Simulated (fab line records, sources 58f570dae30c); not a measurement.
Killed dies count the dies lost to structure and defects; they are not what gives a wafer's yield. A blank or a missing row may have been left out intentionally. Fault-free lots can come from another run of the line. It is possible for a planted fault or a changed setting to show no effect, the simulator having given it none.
The tool behind it: which one? -- flow berkeley-cmos170 -- 7 lots, 21 wafers sampled, at 1 step of a route of 331

WHAT THE GAUGES SHOWED, per wafer
UCB170_ACTIVE_OVL_MEAS_14.
lot,measured,on,ACTIVE_OVL (nm)
L867,day 4 17:54,overlay-01,-8 -7 -3
L870,day 5 03:29,overlay-02,-7 -8 -12
L874,day 5 22:14,overlay-01,-3 2 -2
L879,day 7 01:01,overlay-01,-9 -11 -2
L880,day 7 04:32,overlay-02,0 -4 2
L884,day 8 07:01,overlay-01,0 -2 5
L886,day 8 16:05,overlay-01,-11 -11 -9

WHICH TOOL RAN EACH LOT (tool, then ch and the chambers of the sampled wafers, then the start)
The record shows no process step preceding these readings.

THE ANSWER, worked out from the rows above alone
Rule: usual is defined by the lots themselves. Put in order of their means at a reading, lots are off if they are a third of the lots or fewer, leave a main group of 4 or more, and stand apart from it by a gap of 3 or more times the standard deviation of the main group's means; of several such gaps the widest counts. The tables above print the reading to a certain number of digits; a main group whose means all agree to those digits is not used. Also off: a lot with no number at a reading for which 4 or more lots have one. Any other lot the step has rows for is counted as sound.
None of the lots is off at any reading shown; this tells nothing.

WHAT THE SIMULATOR PUT IN
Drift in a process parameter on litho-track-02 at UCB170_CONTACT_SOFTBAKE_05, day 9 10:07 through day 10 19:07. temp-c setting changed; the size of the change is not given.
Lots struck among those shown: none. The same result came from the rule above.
